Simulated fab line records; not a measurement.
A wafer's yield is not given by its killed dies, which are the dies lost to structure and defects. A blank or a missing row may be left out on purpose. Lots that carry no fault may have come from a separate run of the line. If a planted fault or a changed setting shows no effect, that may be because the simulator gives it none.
Tool commonality check -- flow ritCmos -- 42 wafers sampled across 14 lots

## REASON FOR OPENING
Of 14 lots, 2 have the reading SILICIDE_TI_RS flagged at RIT_SILICIDE_RS_MEAS_02. No-fault wafers: 47.3 ohm/sq, standard deviation 0.88.
Rule: flag the lot when none of its wafers has a number, or when each of its wafers that has one lies beyond 4 standard deviations from that mean. The rest of the lots are taken to be sound.

lot,measured,on,"SILICIDE_TI_RS (ohm/sq), wafer by wafer",flag
L804,day 3 15:20,filmMetro-04,46.6 47.4 45.8,
L805,day 3 18:52,filmMetro-03,47.2 48.1 47.8,
L806,day 4 01:30,filmMetro-01,46.2 46.3 46.4,
L808,day 4 08:53,filmMetro-04,47.4 48.3 48.7,
L809,day 4 11:11,filmMetro-03,47.4 48.3 47.1,
L810,day 4 19:59,filmMetro-03,46.9 48.1 47.7,
L814,day 5 15:31,filmMetro-04,43.7 43.7 43.6,FLAGGED
L815,day 5 16:22,filmMetro-01,46.7 47.6 47.0,
L816,day 6 00:34,filmMetro-03,43.6 43.1 43.2,FLAGGED
L817,day 6 06:45,filmMetro-01,48.6 47.3 47.6,
L821,day 7 03:55,filmMetro-04,48.1 48.2 48.6,
L823,day 8 02:20,filmMetro-01,47.9 48.0 47.4,
L824,day 8 02:39,filmMetro-04,47.6 48.5 48.6,
L826,day 8 12:41,filmMetro-04,47.3 48.1 47.6,
Average over the flagged lots: 43.5 ohm/sq; offset from the usual -3.8 ohm/sq, equal to -4 standard deviations.

## EACH LOT AND THE TOOL IT RAN ON
Before the reading, the record contains 3 process steps out of a 202-step route. Cell contents, in order: the tool; ch with the chambers the sampled wafers went through; the start.
lot,flag,RIT_PWELL_STRIP_09,RIT_PSD_STRIP_09,RIT_SILICIDE_SPUTTER_01
L804,,"plasmaAsher-01 ch 0,1, day 2 08:12","plasmaAsher-02 ch 0,1, day 3 13:59","pvdSputter-02, day 3 15:10"
L805,,"plasmaAsher-02 ch 0, day 2 09:38","plasmaAsher-02 ch 0,1, day 3 17:32","pvdSputter-01, day 3 18:41"
L806,,"plasmaAsher-01 ch 1, day 2 17:18","plasmaAsher-02 ch 0,1, day 4 00:08","pvdSputter-02, day 4 01:20"
L808,,"plasmaAsher-02 ch 0,1, day 2 23:53","plasmaAsher-04 ch 0, day 4 07:34","pvdSputter-04, day 4 08:43"
L809,,"plasmaAsher-03 ch 1, day 3 05:28","plasmaAsher-02 ch 0,1, day 4 09:51","pvdSputter-01, day 4 11:02"
L810,,"plasmaAsher-02 ch 0,1, day 3 12:46","plasmaAsher-04 ch 0,1, day 4 18:40","pvdSputter-02, day 4 19:50"
L814,FLAGGED,"plasmaAsher-02 ch 0, day 4 08:41","plasmaAsher-03 ch 0,1, day 5 14:11","pvdSputter-02, day 5 15:22"
L815,,"plasmaAsher-02 ch 0,1, day 4 11:13","plasmaAsher-03 ch 0,1, day 5 15:03","pvdSputter-01, day 5 16:13"
L816,FLAGGED,"plasmaAsher-03 ch 0,1, day 4 18:13","plasmaAsher-04 ch 0,1, day 5 23:14","pvdSputter-02, day 6 00:25"
L817,,"plasmaAsher-03 ch 1, day 4 23:16","plasmaAsher-04 ch 0,1, day 6 05:23","pvdSputter-01, day 6 06:35"
L821,,"plasmaAsher-03 ch 0,1, day 5 18:36","plasmaAsher-02 ch 0,1, day 7 02:35","pvdSputter-01, day 7 03:46"
L823,,"plasmaAsher-03 ch 0,1, day 6 08:23","plasmaAsher-03 ch 0,1, day 8 00:59","pvdSputter-01, day 8 02:10"
L824,,"plasmaAsher-02 ch 0,1, day 6 10:38","plasmaAsher-04 ch 0,1, day 8 01:17","pvdSputter-04, day 8 02:29"
L826,,"plasmaAsher-02 ch 0,1, day 6 18:46","plasmaAsher-03 ch 1, day 8 11:22","pvdSputter-01, day 8 12:32"
These steps, and what they do:
- RIT_PWELL_STRIP_09: strips in O2, time 180 s.
- RIT_PSD_STRIP_09: strips in O2, time 180 s.
- RIT_SILICIDE_SPUTTER_01: material Ti, target thk 30 nm, time 240 s.
- RIT_SILICIDE_RS_MEAS_02: measures by four-point-probe.

## FLAGGED OVER TOTAL, TOOL BY TOOL (the gauges that took the reading come last)
step,tool,lots run,flagged,share of the flagged lots,sound lots run after its first flagged lot
RIT_PWELL_STRIP_09,plasmaAsher-01,2,0,none,-
RIT_PWELL_STRIP_09,plasmaAsher-02,7,1,some,"3 (L815,L824,L826)"
RIT_PWELL_STRIP_09,plasmaAsher-03,5,1,some,"3 (L817,L821,L823)"
RIT_PSD_STRIP_09,plasmaAsher-02,5,0,none,-
RIT_PSD_STRIP_09,plasmaAsher-03,4,1,some,"3 (L815,L823,L826)"
RIT_PSD_STRIP_09,plasmaAsher-04,5,1,some,"2 (L817,L824)"
RIT_SILICIDE_SPUTTER_01,pvdSputter-01,7,0,none,-
RIT_SILICIDE_SPUTTER_01,pvdSputter-02,5,2,all,0
RIT_SILICIDE_SPUTTER_01,pvdSputter-04,2,0,none,-
RIT_SILICIDE_RS_MEAS_02,filmMetro-01,4,0,none,-
RIT_SILICIDE_RS_MEAS_02,filmMetro-03,4,1,some,0
RIT_SILICIDE_RS_MEAS_02,filmMetro-04,6,1,some,"3 (L821,L824,L826)"

## WHAT IS ALLOWED BY THE TABLE
All flagged lots share 1 row of the table, namely pvdSputter-02 at RIT_SILICIDE_SPUTTER_01.
- pvdSputter-02 at RIT_SILICIDE_SPUTTER_01 ran 5 lots, 2 of them flagged. It ran its last sound lot, L810, at day 4 19:50 and its first flagged lot, L814, at day 5 15:22: a fault with its onset between the two fits.
pvdSputter-02 at RIT_SILICIDE_SPUTTER_01 is the single tool remaining.

## WHAT WAS PUT IN BY THE SIMULATOR
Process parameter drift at RIT_SILICIDE_SPUTTER_01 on pvdSputter-02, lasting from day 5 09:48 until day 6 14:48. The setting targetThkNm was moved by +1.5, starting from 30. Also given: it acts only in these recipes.
Lots struck among those shown: L814, L816. The rule above found the same.
